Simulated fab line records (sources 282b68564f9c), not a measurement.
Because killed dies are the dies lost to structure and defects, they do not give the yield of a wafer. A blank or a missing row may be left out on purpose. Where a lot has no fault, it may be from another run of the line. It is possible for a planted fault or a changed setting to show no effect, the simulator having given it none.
One fault through the eyes of 2 desks ; flow ritCmos ; numbers are kept per desk, each desk with only its own; the story behind them comes last

== DESK OF THE TOOL OWNER: rtpAnneal-01 ==
The tool's own readings at RIT_SILICIDE_RTA_06 (time 10 s, ramp up 5 s, ramp down 10 s): means of the sampled wafers that have a number, for each lot that ran on this tool. The brackets show how far a lot's mean lies from the usual mean; more than 4 standard deviations puts the lot out of limits, marked OUT.
Columns: A = wafer_temp_C_max at RIT_SILICIDE_RTA_06, usual 755.1
lot;first seen here;A
L142;day 5 05:50;755.9
L146;day 6 01:53;762.1 (+5.0) OUT
L148;day 6 12:11;763.2 (+5.8) OUT
This desk's finding: out of limits on L146, L148; first on L146, day 6 01:53 (wafer_temp_C_max at RIT_SILICIDE_RTA_06). Within limits: L142.

== THE METROLOGY DESK ==
What the gauges read for every lot (on any tool): the sampled wafers with a number, averaged. The brackets show how far a lot's mean lies from the usual mean; more than 4 standard deviations puts the lot out of limits, marked OUT.
Columns: A = PSD_RS at RIT_SDANNEAL_RS_MEAS_04, usual 115.93 ohm/sq; B = NSD_RS at RIT_SDANNEAL_RS_MEAS_05, usual 84.45 ohm/sq; C = PLDD_RS at RIT_SDANNEAL_RS_MEAS_06, usual 178.7 ohm/sq; D = NLDD_RS at RIT_SDANNEAL_RS_MEAS_07, usual 151.7 ohm/sq; E = SILICIDE_TI_RS at RIT_SILICIDE_RS_MEAS_02, usual 47.9 ohm/sq; F = SILICIDE_TI_THK at RIT_SILICIDE_THK_MEAS_03, usual 30.0 nm
lot;first seen here;A;B;C;D;E;F
L134;day 3 17:02;115.98;84.62;179.2;152.0;48.7;29.4
L142;day 5 04:55;115.64;83.86;178.4;151.3;47.7;30.0
L146;day 6 00:58;116.17;84.47;178.9;151.7;48.4;29.8
L148;day 6 11:15;115.52;84.44;178.7;151.2;48.0;30.1
L149;day 6 15:10;115.89;84.46;179.1;152.4;48.8;29.4
L151;day 7 03:12;116.21;84.23;178.9;151.9;47.2;30.4
This desk's finding: nothing out of limits on any of the 6 lots.

== BROUGHT TOGETHER ==
An alarm could have come from the tool owner's desk at day 6 01:53, on L146, L148.
The metrology desk saw nothing out of limits.
The metrology desk holds a record of L146, L148, inside its limits.
RIT_SILICIDE_RTA_06 was run on rtpAnneal-01 by each of the lots named.

== WHAT WAS PUT IN BY THE SIMULATOR ==
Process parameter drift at RIT_SILICIDE_RTA_06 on rtpAnneal-01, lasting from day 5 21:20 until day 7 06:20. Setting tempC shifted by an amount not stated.
Lots struck among those shown: L146, L148.
Delay in hours, fault start to first out-of-limits reading, by desk: the tool owner's desk at 5.
